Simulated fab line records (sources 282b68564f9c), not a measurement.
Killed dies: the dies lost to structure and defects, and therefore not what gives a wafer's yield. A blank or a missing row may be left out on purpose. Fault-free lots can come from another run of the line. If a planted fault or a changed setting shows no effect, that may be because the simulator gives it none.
Split-lot study | flow rit_cmos | 23 wafers read across 5 lots, on a route 202 steps long

ABOUT THE SPLIT
At RIT_SILICIDE_SPUTTER_01 (material Ti, target thk 30 nm, time 240 s), the setting power_w was moved away from the recipe's 350 W on 9 of the 23 wafers read, by -11.9% to +8.3%. All remaining wafers had this setting at the recipe value.

BETWEEN THE SPLIT AND THE READING: the file shows 1 step in between
- RIT_SILICIDE_RS_MEAS_02: measures by four-point-probe

THE READING
SILICIDE_TI_THK, in nm, at RIT_SILICIDE_THK_MEAS_03 (measures by xrf). Fault-free wafers of this fab line usually give 29.5 nm, standard deviation 0.45 nm.

wafer  | tool, chamber at the split | power_w as run, W | against the recipe | SILICIDE_TI_THK, nm | against lot-mates on the recipe
L076.1 | pvd_sputter-02, -          | 350               | recipe             | 29.7                | -
L076.2 | pvd_sputter-02, -          | 350               | recipe             | 30.0                | -
L076.3 | pvd_sputter-02, -          | 379.2             | +8.3%              | 32.7                | +2.6
L076.4 | pvd_sputter-02, -          | 350               | recipe             | 30.6                | -
L076.6 | pvd_sputter-02, -          | 379.2             | +8.3%              | 32.1                | +2.0
L077.1 | pvd_sputter-01, -          | 350               | recipe             | 29.5                | -
L077.2 | pvd_sputter-01, -          | 350               | recipe             | 29.7                | -
L077.3 | pvd_sputter-01, -          | 350               | recipe             | 29.1                | -
L077.4 | pvd_sputter-01, -          | 308.4             | -11.9%             | 26.3                | -3.1
L077.6 | pvd_sputter-01, -          | 308.4             | -11.9%             | 26.1                | -3.3
L078.1 | pvd_sputter-02, -          | 350               | recipe             | 30.2                | -
L078.2 | pvd_sputter-02, -          | 312.6             | -10.7%             | 26.6                | -3.5
L078.3 | pvd_sputter-02, -          | 312.6             | -10.7%             | 26.2                | -3.9
L078.5 | pvd_sputter-02, -          | 350               | recipe             | 30.1                | -
L078.6 | pvd_sputter-02, -          | 312.6             | -10.7%             | 26.4                | -3.8
L082.2 | pvd_sputter-04, -          | 363.4             | +3.8%              | 30.4                | +1.3
L082.3 | pvd_sputter-04, -          | 350               | recipe             | 29.4                | -
L082.4 | pvd_sputter-04, -          | 363.4             | +3.8%              | 29.6                | +0.5
L082.5 | pvd_sputter-04, -          | 350               | recipe             | 28.8                | -
L082.6 | pvd_sputter-04, -          | 350               | recipe             | 29.2                | -
L084.1 | pvd_sputter-04, -          | 350               | recipe             | 29.3                | -
L084.2 | pvd_sputter-04, -          | 350               | recipe             | 30.0                | -
L084.5 | pvd_sputter-04, -          | 350               | recipe             | 29.4                | -

THE FIT
A straight line over all 23 wafers: SILICIDE_TI_THK changes by +0.294 nm for each +1% of power_w; r = +0.96; the points scatter about the line by 0.49 nm.
The same after taking each lot's own level away (the mean of its wafers on the recipe; 23 wafers): +0.302 nm for each +1%; r = +0.98; scatter 0.37 nm.
That fit puts the effect of the largest move of power_w on the reading at 3.6 nm.
Across the lots, their own levels run from 29.13 to 30.15 nm, a range of 2.3 times the standard deviation given above.
Consequently the slope shifts little with the lot-to-lot level, the two slopes agreeing.
Check: with one of the wafers moved furthest among these (-11.9%) left out of the fit, the line predicts -3.8 nm for it against its lot-mates. It came out at -3.13 nm against them.

THESE WAFERS: OTHER SPLITS
These wafers also went through other splits before the reading. Each is held against what the fit with the lots' levels taken away leaves over:
other split on the same wafers     | wafers away from the commonest value | r with SILICIDE_TI_THK (lot level and that fit taken away)
RIT_PLDD_DEVELOP_05 develop_time_s | 3                                    | -0.31
RIT_SPACER_CVD_03 pressure_mtorr   | 18                                   | +0.32
RIT_NSD_COAT_01 resist_thk_nm      | 10                                   | +0.12
RIT_NSD_HARDBAKE_07 temp_c         | 11                                   | +0.02
RIT_SDANNEAL_CLEAN_01 time_s       | 18                                   | -0.35

THE WHOLE CHAIN: every reading that the file lists as answering this split, in the file's order
step                     | what it does                              | reading                                                                           | change (the file's fit)               | r (the file's)
RIT_SILICIDE_SPUTTER_01  | material Ti, target thk 30 nm, time 240 s | Ti_of_SILICIDE_SPUTTER_01.thk_nm (the simulator's own value, which no gauge read) | +0.301 nm for each +1% of the setting | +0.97
RIT_SILICIDE_RS_MEAS_02  | measures by four-point-probe              | SILICIDE_TI_RS                                                                    | -0.659 for each +1% of the setting    | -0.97
RIT_SILICIDE_THK_MEAS_03 | measures by xrf                           | SILICIDE_TI_THK                                                                   | +0.297 for each +1% of the setting    | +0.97

FILE'S OWN FIT
SILICIDE_TI_THK changes by +0.297 nm for each +1% of power_w, r = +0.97.
